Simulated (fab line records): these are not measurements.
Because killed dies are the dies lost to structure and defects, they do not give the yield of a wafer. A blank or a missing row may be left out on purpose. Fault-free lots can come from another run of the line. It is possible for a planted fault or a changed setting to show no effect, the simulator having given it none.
fab line records || flow rit_cmos
[record] {"lots": 14, "wafers": 42, "last_day": 7}
route steps=202 shown PLDD@123
lots untouched by any fault: they come from a run of this same line in which no faults occurred
start_h: the number of hours between the record's first day and the start of the first shown wafer of the lot || wait_h: hours from the lot's prior step to this one || " identical to the entry in the row above || L1.1+2: a row that stands for several wafers || - no value, or no start given || * or withheld: withheld || < > ~ a bound
route shown NAME@n: names a module that has steps shown in the file, with the first one's number in the route || usual: average and standard deviation across the fault-free wafers || same: alike in all rows || chamber/n: place in a boat || sites: readings site by site || _std_site: the standard deviation of these || _edge_site: the outer-site mean with the inner-site mean subtracted || radius_mm: for every site, how far away it sits from the centre of the wafer || mask NAME#n: copy n || behind: tool/chamber where the wafer was last shaped || hold: cause of the lot's hold/its duration in hours/its outcome || device: transistor that didn't switch, given as n, p or np || end of line: the same wafers' tests at the end of the route || for a step that has no rows: nothing shown but its recipe || killed: count of dies lost to structure and defects at first sort (not the wafer's yield) || map: the dies of a wafer, with x for killed, . for not killed, _ for no die there
set.NAME: setting as actually run; set.NAME@STEP: the setting as run at that earlier step || model.NAME: the simulator's own value behind a step, which no gauge read
the route's steps for a sample of lots (tables are steps, rows are wafers)
services: the hour from which a tool's chamber was out of use, counted from the record's first day as start_h (under 0 if before that day), plus the number of hours and why
[[steps]]
[step RIT_PLDD_STRIP_09]
[recipe] {"chemistry": "O2", "time_s": 180, "resist": "NOVOLAK", "platen_temp_c": "withheld", "power_w": 500, "pressure_mtorr": 4000, "o2_flow_sccm": 4000}
[usual] {"chamber_pressure_mTorr": "4000/3.6", "drypump_motor_current_A": "5.5/0.3"}
{"lot.wafer": "L550.2", "tool": "plasma_asher-03", "chamber": 0, "start_h": 42.88, "wait_h": 0.1, "chamber_pressure_mTorr": 3999, "drypump_motor_current_A": 5.2, "rf_hours_counter_h": 42}
{"lot.wafer": "L550.4", "tool": "plasma_asher-03", "chamber": 0, "start_h": 42.88, "wait_h": 0.1, "chamber_pressure_mTorr": 3994, "drypump_motor_current_A": 5.2, "rf_hours_counter_h": "-"}
{"lot.wafer": "L550.5", "tool": "plasma_asher-03", "chamber": 0, "start_h": 42.88, "wait_h": 0.1, "chamber_pressure_mTorr": 4000, "drypump_motor_current_A": 5.2, "rf_hours_counter_h": "-"}
{"lot.wafer": "L551.1", "tool": "plasma_asher-03", "chamber": 0, "start_h": 50.20, "wait_h": 0.1, "chamber_pressure_mTorr": 3996, "drypump_motor_current_A": 5.1, "rf_hours_counter_h": 43}
{"lot.wafer": "L551.4", "tool": "plasma_asher-03", "chamber": 0, "start_h": 50.20, "wait_h": 0.1, "chamber_pressure_mTorr": 3999, "drypump_motor_current_A": 5.1, "rf_hours_counter_h": "-"}
{"lot.wafer": "L551.6", "tool": "plasma_asher-03", "chamber": 0, "start_h": 50.20, "wait_h": 0.1, "chamber_pressure_mTorr": 3998, "drypump_motor_current_A": 5.1, "rf_hours_counter_h": "-"}
{"lot.wafer": "L552.1", "tool": "plasma_asher-03", "chamber": 1, "start_h": 54.72, "wait_h": 0.1, "chamber_pressure_mTorr": 4002, "drypump_motor_current_A": 6.0, "rf_hours_counter_h": 43}
{"lot.wafer": "L552.4", "tool": "plasma_asher-03", "chamber": 1, "start_h": 54.72, "wait_h": 0.1, "chamber_pressure_mTorr": 3996, "drypump_motor_current_A": 6.1, "rf_hours_counter_h": "-"}
{"lot.wafer": "L552.6", "tool": "plasma_asher-03", "chamber": 0, "start_h": 54.72, "wait_h": 0.1, "chamber_pressure_mTorr": 3996, "drypump_motor_current_A": 5.2, "rf_hours_counter_h": "-"}
{"lot.wafer": "L554.2", "tool": "plasma_asher-04", "chamber": 0, "start_h": 64.66, "wait_h": 0.1, "chamber_pressure_mTorr": 3994, "drypump_motor_current_A": 5.2, "rf_hours_counter_h": 30}
{"lot.wafer": "L554.3", "tool": "plasma_asher-04", "chamber": 0, "start_h": 64.66, "wait_h": 0.1, "chamber_pressure_mTorr": 4000, "drypump_motor_current_A": 5.2, "rf_hours_counter_h": "-"}
{"lot.wafer": "L554.4", "tool": "plasma_asher-04", "chamber": 1, "start_h": 64.66, "wait_h": 0.1, "chamber_pressure_mTorr": 3998, "drypump_motor_current_A": 5.6, "rf_hours_counter_h": "-"}
{"lot.wafer": "L556.1", "tool": "plasma_asher-04", "chamber": 1, "start_h": 74.63, "wait_h": 0.1, "chamber_pressure_mTorr": 3997, "drypump_motor_current_A": 5.6, "rf_hours_counter_h": 31}
{"lot.wafer": "L556.2", "tool": "plasma_asher-04", "chamber": 0, "start_h": 74.63, "wait_h": 0.1, "chamber_pressure_mTorr": 4008, "drypump_motor_current_A": 5.2, "rf_hours_counter_h": 31}
{"lot.wafer": "L556.3", "tool": "plasma_asher-04", "chamber": 0, "start_h": 74.63, "wait_h": 0.1, "chamber_pressure_mTorr": 4005, "drypump_motor_current_A": 5.2, "rf_hours_counter_h": "-"}
{"lot.wafer": "L557.2", "tool": "plasma_asher-04", "chamber": 0, "start_h": 83.44, "wait_h": 0.1, "chamber_pressure_mTorr": 3993, "drypump_motor_current_A": 5.2, "rf_hours_counter_h": 32}
{"lot.wafer": "L557.3", "tool": "plasma_asher-04", "chamber": 1, "start_h": 83.44, "wait_h": 0.1, "chamber_pressure_mTorr": 3997, "drypump_motor_current_A": 5.6, "rf_hours_counter_h": "-"}
{"lot.wafer": "L557.4", "tool": "plasma_asher-04", "chamber": 0, "start_h": 83.44, "wait_h": 0.1, "chamber_pressure_mTorr": 3997, "drypump_motor_current_A": 5.2, "rf_hours_counter_h": "-"}
{"lot.wafer": "L558.1", "tool": "plasma_asher-04", "chamber": 1, "start_h": 85.29, "wait_h": 0.1, "chamber_pressure_mTorr": "-", "drypump_motor_current_A": "-", "rf_hours_counter_h": "-"}
{"lot.wafer": "L558.2", "tool": "plasma_asher-04", "chamber": 0, "start_h": 85.29, "wait_h": 0.1, "chamber_pressure_mTorr": "-", "drypump_motor_current_A": "-", "rf_hours_counter_h": "-"}
{"lot.wafer": "L558.6", "tool": "plasma_asher-04", "chamber": 1, "start_h": 85.29, "wait_h": 0.1, "chamber_pressure_mTorr": "-", "drypump_motor_current_A": "-", "rf_hours_counter_h": "-"}
{"lot.wafer": "L559.3", "tool": "plasma_asher-04", "chamber": 1, "start_h": 90.42, "wait_h": 0.1, "chamber_pressure_mTorr": "-", "drypump_motor_current_A": "-", "rf_hours_counter_h": "-"}
{"lot.wafer": "L559.4", "tool": "plasma_asher-04", "chamber": 0, "start_h": 90.42, "wait_h": 0.1, "chamber_pressure_mTorr": "-", "drypump_motor_current_A": "-", "rf_hours_counter_h": "-"}
{"lot.wafer": "L559.6", "tool": "plasma_asher-04", "chamber": 1, "start_h": 90.42, "wait_h": 0.1, "chamber_pressure_mTorr": "-", "drypump_motor_current_A": "-", "rf_hours_counter_h": "-"}
{"lot.wafer": "L568.1", "tool": "plasma_asher-04", "chamber": 1, "start_h": 133.36, "wait_h": 0.1, "chamber_pressure_mTorr": 3998, "drypump_motor_current_A": 5.6, "rf_hours_counter_h": 39}
{"lot.wafer": "L568.3", "tool": "plasma_asher-04", "chamber": 1, "start_h": 133.36, "wait_h": 0.1, "chamber_pressure_mTorr": 3997, "drypump_motor_current_A": 5.6, "rf_hours_counter_h": "-"}
{"lot.wafer": "L568.4", "tool": "plasma_asher-04", "chamber": 0, "start_h": 133.36, "wait_h": 0.1, "chamber_pressure_mTorr": 4003, "drypump_motor_current_A": 5.2, "rf_hours_counter_h": "-"}
{"lot.wafer": "L569.1", "tool": "plasma_asher-04", "chamber": 0, "start_h": 138.84, "wait_h": 0.1, "chamber_pressure_mTorr": 4002, "drypump_motor_current_A": 5.2, "rf_hours_counter_h": 39}
{"lot.wafer": "L569.2", "tool": "plasma_asher-04", "chamber": 1, "start_h": 138.84, "wait_h": 0.1, "chamber_pressure_mTorr": 3998, "drypump_motor_current_A": 5.6, "rf_hours_counter_h": 39}
{"lot.wafer": "L569.4", "tool": "plasma_asher-04", "chamber": 1, "start_h": 138.84, "wait_h": 0.1, "chamber_pressure_mTorr": 3997, "drypump_motor_current_A": 5.6, "rf_hours_counter_h": "-"}
{"lot.wafer": "L570.2", "tool": "plasma_asher-01", "chamber": 0, "start_h": 143.74, "wait_h": 0.1, "chamber_pressure_mTorr": 4000, "drypump_motor_current_A": 5.7, "rf_hours_counter_h": 51}
{"lot.wafer": "L570.5", "tool": "plasma_asher-01", "chamber": 1, "start_h": 143.74, "wait_h": 0.1, "chamber_pressure_mTorr": 3994, "drypump_motor_current_A": 5.7, "rf_hours_counter_h": "-"}
{"lot.wafer": "L570.6", "tool": "plasma_asher-01", "chamber": 0, "start_h": 143.74, "wait_h": 0.1, "chamber_pressure_mTorr": 3997, "drypump_motor_current_A": 5.6, "rf_hours_counter_h": "-"}
{"lot.wafer": "L571.2", "tool": "plasma_asher-01", "chamber": 1, "start_h": 148.29, "wait_h": 0.1, "chamber_pressure_mTorr": 4004, "drypump_motor_current_A": 5.6, "rf_hours_counter_h": 51}
{"lot.wafer": "L571.4", "tool": "plasma_asher-01", "chamber": 1, "start_h": 148.29, "wait_h": 0.1, "chamber_pressure_mTorr": 3998, "drypump_motor_current_A": 5.6, "rf_hours_counter_h": "-"}
{"lot.wafer": "L571.5", "tool": "plasma_asher-01", "chamber": 1, "start_h": 148.29, "wait_h": 0.1, "chamber_pressure_mTorr": 4002, "drypump_motor_current_A": 5.6, "rf_hours_counter_h": "-"}
{"lot.wafer": "L572.1", "tool": "plasma_asher-03", "chamber": 0, "start_h": 155.34, "wait_h": 0.1, "chamber_pressure_mTorr": 4001, "drypump_motor_current_A": 5.2, "rf_hours_counter_h": 54}
{"lot.wafer": "L572.5", "tool": "plasma_asher-03", "chamber": 0, "start_h": 155.34, "wait_h": 0.1, "chamber_pressure_mTorr": 3997, "drypump_motor_current_A": 5.2, "rf_hours_counter_h": "-"}
{"lot.wafer": "L572.6", "tool": "plasma_asher-03", "chamber": 1, "start_h": 155.34, "wait_h": 0.1, "chamber_pressure_mTorr": 3993, "drypump_motor_current_A": 6.1, "rf_hours_counter_h": "-"}
{"lot.wafer": "L573.2", "tool": "plasma_asher-01", "chamber": 1, "start_h": 159.75, "wait_h": 0.1, "chamber_pressure_mTorr": 3997, "drypump_motor_current_A": 5.6, "rf_hours_counter_h": 52}
{"lot.wafer": "L573.3", "tool": "plasma_asher-01", "chamber": 1, "start_h": 159.75, "wait_h": 0.1, "chamber_pressure_mTorr": 3999, "drypump_motor_current_A": 5.6, "rf_hours_counter_h": "-"}
{"lot.wafer": "L573.4", "tool": "plasma_asher-01", "chamber": 0, "start_h": 159.75, "wait_h": 0.1, "chamber_pressure_mTorr": 3996, "drypump_motor_current_A": 5.6, "rf_hours_counter_h": "-"}
[[services]]
{"tool": "plasma_asher-01", "chamber": "-", "start_h": 27.66, "hours": 2.8, "kind": "pm"}
{"tool": "plasma_asher-01", "chamber": "-", "start_h": 31.34, "hours": 1.6, "kind": "repair"}
{"tool": "plasma_asher-01", "chamber": "-", "start_h": 83.32, "hours": 14.6, "kind": "pm"}
[[key]]
[first_sign] {"step": "RIT_PLDD_STRIP_09", "reading": "tool_record", "direction": "missing"}
effect none on later readings
met_at RIT_PLDD_STRIP_09
struck_lots L558,L559
later_rows_left_out L558.1,L558.2,L558.6,L559.3,L559.4,L559.6
sort_left_out L558.1,L558.2,L558.6,L559.3,L559.4,L559.6
tester_left_out L558,L559
onset_between 83.44 85.29
[fault] {"kind": "skipped_step_whole", "tool": "plasma_asher-04", "chamber": "-", "onset_h": 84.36, "steps": "RIT_PLDD_STRIP_09", "scope": "struck_lots_only"}
// tester_left_out: of these lots the tester's yield and bins aren't shown, on N5 and GAA mostly nor the transistor test; their killed dies are dies lost to structure and defects alone, not to doping, threshold or leakage, so they don't give the yield
// sort_left_out: the simulated sort isn't trusted on such a fault, so these wafers' sort isn't shown, and their yield isn't known
// later_rows_left_out: the simulator's readings of these wafers behind a module that went badly wrong aren't trusted and aren't shown, but for the sort
